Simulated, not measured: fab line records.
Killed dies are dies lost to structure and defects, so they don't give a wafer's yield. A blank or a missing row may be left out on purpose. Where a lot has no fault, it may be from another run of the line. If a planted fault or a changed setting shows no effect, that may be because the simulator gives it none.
Split-lot study + flow berkeley_cmos170 + 5 lots, 23 wafers read, on a route of 331 steps

## ABOUT THE SPLIT
At UCB170_M3_SPUTTER_01 (material Al, target thk 900 nm, time 120 s), the setting power_w was moved away from the recipe's 6000 W on 9 of the 23 wafers read, by -7.8% to +5.5%. This setting was run at the recipe's value on the other wafers.

## FROM THE SPLIT TO THE READING: what the file shows between them, 3 steps
- UCB170_M3_RS_MEAS_02: measures by four-point-probe
- UCB170_M3_THK_MEAS_03: measures by xrf
- UCB170_M3_ETCH_17: etches BARC in N2/H2 (also split here: bias_w)

## THE READING
oes_product_au, in a.u., at UCB170_M3_METAL_ETCH_18 (etches Al in Cl2/BCl3, stops on SiO2, target depth 1170 nm, time 195 s). Typical for fault-free wafers on this fab line: 0.855 a.u., with standard deviation 0.013 a.u.

| wafer  | tool, chamber at the split | power_w as run, W | against the recipe | oes_product_au, a.u. | against lot-mates on the recipe |
|--------|----------------------------|-------------------|--------------------|----------------------|---------------------------------|
| L079.1 | pvd_sputter-01, -          | 6000              | recipe             | 0.829                | -                               |
| L079.2 | pvd_sputter-01, -          | 6000              | recipe             | 0.832                | -                               |
| L079.3 | pvd_sputter-01, -          | 6000              | recipe             | 0.825                | -                               |
| L079.5 | pvd_sputter-01, -          | 6000              | recipe             | 0.830                | -                               |
| L079.6 | pvd_sputter-01, -          | 6000              | recipe             | 0.845                | -                               |
| L076.1 | pvd_sputter-03, -          | 6000              | recipe             | 0.850                | -                               |
| L076.2 | pvd_sputter-03, -          | 5534              | -7.8%              | 0.801                | -0.039                          |
| L076.4 | pvd_sputter-03, -          | 5534              | -7.8%              | 0.809                | -0.031                          |
| L076.5 | pvd_sputter-03, -          | 5534              | -7.8%              | 0.808                | -0.032                          |
| L076.6 | pvd_sputter-03, -          | 6000              | recipe             | 0.830                | -                               |
| L078.1 | pvd_sputter-01, -          | 5763              | -3.9%              | 0.843                | -0.016                          |
| L078.2 | pvd_sputter-01, -          | 5763              | -3.9%              | 0.836                | -0.023                          |
| L078.3 | pvd_sputter-01, -          | 6000              | recipe             | 0.854                | -                               |
| L078.5 | pvd_sputter-01, -          | 6000              | recipe             | 0.863                | -                               |
| L078.6 | pvd_sputter-01, -          | 5763              | -3.9%              | 0.843                | -0.016                          |
| L077.1 | pvd_sputter-03, -          | 6330              | +5.5%              | 0.873                | +0.030                          |
| L077.2 | pvd_sputter-03, -          | 6000              | recipe             | 0.836                | -                               |
| L077.3 | pvd_sputter-03, -          | 6330              | +5.5%              | 0.871                | +0.028                          |
| L077.4 | pvd_sputter-03, -          | 6330              | +5.5%              | 0.880                | +0.037                          |
| L077.6 | pvd_sputter-03, -          | 6000              | recipe             | 0.851                | -                               |
| L084.2 | pvd_sputter-01, -          | 6000              | recipe             | 0.858                | -                               |
| L084.3 | pvd_sputter-01, -          | 6000              | recipe             | 0.875                | -                               |
| L084.4 | pvd_sputter-01, -          | 6000              | recipe             | 0.862                | -                               |

THE FIT
A straight line over all 23 wafers: oes_product_au changes by +0.00469 a.u. for each +1% of power_w; r = +0.80; the points scatter about the line by 0.013 a.u.
The same after taking each lot's own level away (the mean of its wafers on the recipe; 23 wafers): +0.00484 a.u. for each +1%; r = +0.94; scatter 0.0066 a.u.
According to that fit, moving power_w by its largest amount changes the reading by 0.038 a.u.
Across the lots, their own levels run from 0.8322 to 0.8650 a.u., a range of 2.5 times the standard deviation given above.
So the lot-to-lot level blurs the effect unless lot-mates are compared.
Check: for one of the wafers moved furthest among these (-7.8%), held out of the fit, the line's prediction against its lot-mates is -0.0357 a.u. It came out at -0.039 a.u. against them.

## OTHER SPLITS APPLIED TO THESE WAFERS
Other splits were also applied to these wafers ahead of the reading. Each is held against what the fit with the lots' levels taken away leaves over:
| other split on the same wafers      | wafers away from the commonest value | r with oes_product_au (lot level and that fit taken away) |
|-------------------------------------|--------------------------------------|-----------------------------------------------------------|
| UCB170_SILICIDE_SPUTTER_01 power_w  | 10                                   | +0.26                                                     |
| UCB170_M1_EXPOSE_06 dose_mj         | 5                                    | +0.06                                                     |
| UCB170_V1_CMP_02 leave_above_ref_nm | 7                                    | -0.15                                                     |
| UCB170_M3_ETCH_17 bias_w            | 8                                    | -0.08                                                     |

## THE WHOLE CHAIN: every reading that the file lists as answering this split, in the file's order
| step                    | what it does                                                           | reading                                                                     | change (the file's fit)                   | r (the file's) |
|-------------------------|------------------------------------------------------------------------|-----------------------------------------------------------------------------|-------------------------------------------|----------------|
| UCB170_M3_SPUTTER_01    | material Al, target thk 900 nm, time 120 s                             | Al_of_M3_SPUTTER_01.thk_nm (the simulator's own value, which no gauge read) | +8.67 nm for each +1% of the setting      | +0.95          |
| UCB170_M3_RS_MEAS_02    | measures by four-point-probe                                           | M3_AL_RS                                                                    | -0.000329 for each +1% of the setting     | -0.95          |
| UCB170_M3_THK_MEAS_03   | measures by xrf                                                        | M3_AL_THK                                                                   | +8.42 for each +1% of the setting         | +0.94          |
| UCB170_M3_METAL_ETCH_18 | etches Al in Cl2/BCl3, stops on SiO2, target depth 1170 nm, time 195 s | oes_product_au                                                              | +0.00471 a.u. for each +1% of the setting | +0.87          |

## THE FILE'S OWN FIT
oes_product_au changes by +0.00471 a.u. for each +1% of power_w, r = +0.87.
